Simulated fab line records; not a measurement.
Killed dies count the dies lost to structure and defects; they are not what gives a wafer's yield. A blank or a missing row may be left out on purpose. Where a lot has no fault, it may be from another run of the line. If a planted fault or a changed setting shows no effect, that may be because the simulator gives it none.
Problem report, 8D (eight disciplines) form, completed by code    flow berkeley cmos170    the parts of the form that need people (team, actions taken, sign-off) are left out

== 1. PROBLEM STATEMENT ==
At UCB170_M1_CD_MEAS_90, cd nm averages 688.2 nm over 4 wafers from 3 lots, while fault-free wafers read 699.9 nm, standard deviation 1.9. That puts it -6.2 standard deviations away from the usual mean.
The step: target cd 700 nm.
First observed at day 10 08:39: wafer L902.6, on cd sem-01. At this step, 45 wafers from 15 lots have a number in the record. By rule, "out" or "out of limits" means more than 4 standard deviations away from the usual mean. The rest of the wafers with a number are treated as sound.

== 2. WHAT THIS IS AND IS NOT ==
question                     is                              is not
which readings at this step  cd nm                           -
which lots                   L902, L904, L906                L892, L894, L895, L896, L897, L898, L899, L900, L901, L909, L911, L912
which wafers of those lots   L902.6, L904.1, L904.6, L906.4  L902.1, L902.3, L904.2, L906.3, L906.5
read on which gauges         cd sem-01, cd sem-02            -
when                         from day 10 08:39               up to then (29 sound wafers); but 12 sound wafers of L904, L906, L909, L911, L912 came after

== 3. THE SUSPECTS, EACH WITH WHAT RULES IT OUT ==
Counting: any tool at a process step up to the reading remains a suspect provided it ran every lot that is out. Sound lots after the first of them don't rule it out here, since some wafers of a struck lot are sound.
- ruled out: the gauge at UCB170_M1_CD_MEAS_90. The wafers that are out were read on 2 gauges (cd sem-01, cd sem-02).
- rie metal-04 at UCB170_M1_METAL_ETCH_12 (etches Al in Cl2/BCl3, stops on PSG, target depth 780 nm, time 130 s): kept. It processed each lot that is out (first: L902, day 10 08:25); up to then, its last sound lot is L901 (day 9 22:08). Its own oes product au, run length s readings are out on those wafers.
- Within rie metal-04 at UCB170_M1_METAL_ETCH_12: the wafers that are out ran in chamber 0; their sound lot-mates ran in chamber 1.
Remaining after the count: rie metal-04 at UCB170_M1_METAL_ETCH_12.

== 4. THE CAUSE (what the simulator had put in) ==
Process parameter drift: rie metal-04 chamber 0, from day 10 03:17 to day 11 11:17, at UCB170_M1_METAL_ETCH_12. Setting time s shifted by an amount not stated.
Counting left only this tool.

== 5. SEQUENCE OF EFFECTS, ordered by route ==
Rows list readings where the struck wafers' mean (over those with a number) sits beyond 3 standard deviations from the usual. Scope: only readings with a usual standard deviation given in the record; hours: median across lots of the time from each lot's start at the first step in this table that gives one to its start at this step; sigmas: change in usual standard deviations.
hours  step                     reading         usual       on struck wafers  change  sigmas
0      UCB170_M1_METAL_ETCH_12  oes product au  0.846 a.u.  0.721             -0.125  -10
0      UCB170_M1_METAL_ETCH_12  run length s    158.2 s     210.0             +51.8   +99 or more
0      UCB170_M1_STRIP_13       oes product au  0.721 a.u.  0.593             -0.128  -28
0      UCB170_M1_CD_MEAS_90     cd nm           699.9 nm    688.2             -11.7   -6.2
Here are the process steps it includes:
- UCB170_M1_METAL_ETCH_12: etches Al in Cl2/BCl3, stops on PSG, target depth 780 nm, time 130 s.
- UCB170_M1_STRIP_13: strips in O2.

== 6. WHAT WOULD HAVE CAUGHT IT SOONER ==
Counted from the fault's start at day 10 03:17, it took 5 hours until the first out-of-limits reading at a measuring or inspecting step in this record, taken at day 10 08:39.
At UCB170_M1_METAL_ETCH_12, the tool's own readings (oes product au, run length s) were out on each struck wafer the step has a row for, so an alarm limit on them would have fired on the first such wafer.
L904, L906, from the lots that are out (3), started UCB170_M1_METAL_ETCH_12 on rie metal-04 later than day 10 08:39. A hold on the tool at that time would have spared those 2.
